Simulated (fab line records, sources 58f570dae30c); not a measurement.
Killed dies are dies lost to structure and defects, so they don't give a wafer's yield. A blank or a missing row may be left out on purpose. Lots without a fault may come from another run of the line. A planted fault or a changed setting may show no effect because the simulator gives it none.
Which tool did it? | flow berkeley_cmos170 | 7 lots, 21 wafers sampled, at 4 steps of a route of 331

WHAT THE GAUGES READ, wafer by wafer
UCB170_M3_THK_MEAS_03: measures by xrf.
lot  | measured     | on            | M3_AL_THK (nm)
L944 | day 10 00:49 | film_metro-01 | 881 868 873
L948 | day 10 22:27 | film_metro-01 | 863 864 870
L950 | day 11 02:58 | film_metro-01 | 893 901 890
L949 | day 11 09:20 | film_metro-01 | 873 872 881
L952 | day 11 17:41 | film_metro-02 | 876 881 887
L953 | day 12 04:46 | film_metro-03 | 878 924 888
L955 | day 12 10:58 | film_metro-03 | 867 860 865

WHICH TOOL RAN EACH LOT (tool, then ch and the chambers of the sampled wafers, then the start)
lot  | UCB170_V2_CVD_00                | UCB170_V2_ETCH_14                  | UCB170_M3_SPUTTER_01
L944 | pecvd-01 ch 0,1,2, day 9 21:34  | rie_diel-01 ch 1,3, day 10 00:07   | pvd_sputter-03, day 10 00:36
L948 | pecvd-04 ch 0,1, day 10 19:43   | rie_diel-04 ch 1,2, day 10 21:47   | pvd_sputter-04, day 10 22:14
L950 | pecvd-01 ch 1,2, day 10 22:57   | rie_diel-01 ch 2,3, day 11 02:17   | pvd_sputter-02, day 11 02:45
L949 | pecvd-03 ch 0,1, day 11 05:38   | rie_diel-04 ch 0,1,3, day 11 08:38 | pvd_sputter-04, day 11 09:06
L952 | pecvd-04 ch 1,2, day 11 14:38   | rie_diel-04 ch 0,1, day 11 17:01   | pvd_sputter-04, day 11 17:29
L953 | pecvd-04 ch 0,1,2, day 12 00:26 | rie_diel-01 ch 0,2,3, day 12 04:05 | pvd_sputter-02, day 12 04:34
L955 | pecvd-04 ch 0,1, day 12 08:14   | rie_diel-04 ch 0,2,3, day 12 10:17 | pvd_sputter-04, day 12 10:45
- UCB170_V2_CVD_00: deposits SiO2 from TEOS/O2, target thk 2000 nm, time 250 s.
- UCB170_V2_ETCH_14: etches SiO2 in CHF3/CF4/Ar, stops on Al, target depth 1250 nm, time 291 s.
- UCB170_M3_SPUTTER_01: material Al, target thk 900 nm, time 120 s.

THE ANSWER, worked out from the rows above alone
Rule: what is usual is taken from the lots themselves. Put in order of their means at a reading, lots are off if they are a third of the lots or fewer, leave a main group of 4 or more, and stand apart from it by a gap of 3 or more times the standard deviation of the main group's means; of several such gaps the widest counts. A main group whose means are all the same, to the digits that the tables above print for the reading, isn't used. A lot without any number at a reading at which 4 lots or more have one is off too. The other lots that the step has rows for count as sound.
No lot is off at any reading shown: from this, nothing can be told.

WHAT THE SIMULATOR HAD PUT IN
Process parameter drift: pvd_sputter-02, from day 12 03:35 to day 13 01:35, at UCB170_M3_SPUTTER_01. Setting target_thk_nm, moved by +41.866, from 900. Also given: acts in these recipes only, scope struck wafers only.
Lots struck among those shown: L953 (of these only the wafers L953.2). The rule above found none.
